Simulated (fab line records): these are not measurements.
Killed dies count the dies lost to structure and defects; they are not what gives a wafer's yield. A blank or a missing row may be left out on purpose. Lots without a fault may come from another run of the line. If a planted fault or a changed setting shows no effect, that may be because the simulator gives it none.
Which tool is to blame? -- flow rit_cmos -- Sampling: 14 lots, 42 wafers, 2 of 202 route steps

== WHAT THE GAUGES SHOWED, per wafer ==
RIT_CONTACT_THK_MEAS_01.
lot,measured,on,CONTACT_TEOS_THK (nm)
L683,day 3 02:19,film_metro-03,399 390 404
L684,day 3 06:55,film_metro-01,404 399 410
L685,day 3 13:43,film_metro-04,401 406 403
L686,day 3 18:14,film_metro-01,395 405 406
L687,day 4 00:52,film_metro-04,396 397 401
L688,day 4 05:24,film_metro-03,393 401 399
L689,day 4 09:44,film_metro-01,402 393 401
L690,day 4 13:45,film_metro-04,400 393 400
L696,day 6 05:28,film_metro-04,395 399 445 395 399 445
L699,day 6 14:21,film_metro-03,434 393 398 433 393 398
L701,day 6 21:46,film_metro-04,398 407 412
L703,day 7 06:33,film_metro-01,395 399 400
L705,day 7 18:28,film_metro-03,391 402 400
L706,day 8 01:18,film_metro-04,397 401 393

== EACH LOT AND THE TOOL THAT RAN IT (in order: tool; ch and the chambers of the sampled wafers; start) ==
lot,RIT_CONTACT_CVD_00
L683,"pecvd-02 ch 1,2, day 3 02:16"
L684,"pecvd-03 ch 0,1,2, day 3 06:52"
L685,"pecvd-04 ch 0,1, day 3 13:38"
L686,"pecvd-02 ch 0,1,2, day 3 18:10"
L687,"pecvd-03 ch 0,1,2, day 4 00:49"
L688,"pecvd-04 ch 1,2, day 4 05:20"
L689,"pecvd-02 ch 0,1,2, day 4 09:41"
L690,"pecvd-03 ch 0,1, day 4 13:42"
L696,"pecvd-03 ch 0,1,2, day 6 05:25"
L699,"pecvd-03 ch 0,2, day 6 14:18"
L701,"pecvd-02 ch 0,1, day 6 21:42"
L703,"pecvd-04 ch 0,1, day 7 06:29"
L705,"pecvd-02 ch 0,2, day 7 18:25"
L706,"pecvd-04 ch 0,1,2, day 8 01:14"
- RIT_CONTACT_CVD_00: deposits SiO2 from TEOS, target thk 400 nm, time 61 s.

== AS READ BY THE TOOLS THEMSELVES (means over the sampled wafers that have a number; for cases with no such wafer, the mark the record gives instead) ==
RIT_CONTACT_CVD_00.
lot,tool,heater_power_w (W),run_length_s (s)
L683,pecvd-02,255,89.5
L684,pecvd-03,362,89.0
L685,pecvd-04,333,88.5
L686,pecvd-02,323,89.2
L687,pecvd-03,355,89.4
L688,pecvd-04,340,88.2
L689,pecvd-02,306,88.8
L690,pecvd-03,362,89.4
L696,pecvd-03,372,91.4
L699,pecvd-03,324,91.8
L701,pecvd-02,232,89.1
L703,pecvd-04,307,88.8
L705,pecvd-02,347,89.0
L706,pecvd-04,361,88.7

== THE ANSWER, worked out from the rows above alone ==
Rule: what is usual is taken from the lots themselves. The widest of any qualifying gaps counts: lots, ordered by their means at a reading, are off when they make up no more than a third of the lots, leave a main group of 4 or more, and stand apart from it by 3 or more times the standard deviation of that group's means. A main group whose means are all the same, to the digits that the tables above print for the reading, isn't used. Also off: a lot with no number at a reading for which 4 or more lots have one. Any other lot the step has rows for is counted as sound. After the gauges, taken in route order, come the tools' own readings; for these a lot's mean is taken, as printed above. The first step at which some lot is off is used, and at that step the reading that is off furthest; a lot without a number counts as furthest.
Off: L696, L699, at RIT_CONTACT_CVD_00 (run_length_s). For the main group the mean is 89.0 s and the standard deviation 0.37.
If a tool, at that step or one of the process steps before it, ran each lot that is off and ran no sound lot following the first of them, it fits. One fits: RIT_CONTACT_CVD_00 on pecvd-03. Its last sound lot is L690 (day 4 13:42), its first lot that is off L696 (day 6 05:25): a fault that began between those two fits.
On the lots that are off, the tool's own readings at RIT_CONTACT_CVD_00 differ by more than 5 times the standard deviation of the sound lots' means, which bears it out; run_length_s reads 91.6 s there versus 89.0 s on the sound lots.

== WHAT THE SIMULATOR HAD PUT IN ==
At RIT_CONTACT_CVD_00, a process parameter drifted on pecvd-03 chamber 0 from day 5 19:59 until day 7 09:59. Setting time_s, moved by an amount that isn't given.
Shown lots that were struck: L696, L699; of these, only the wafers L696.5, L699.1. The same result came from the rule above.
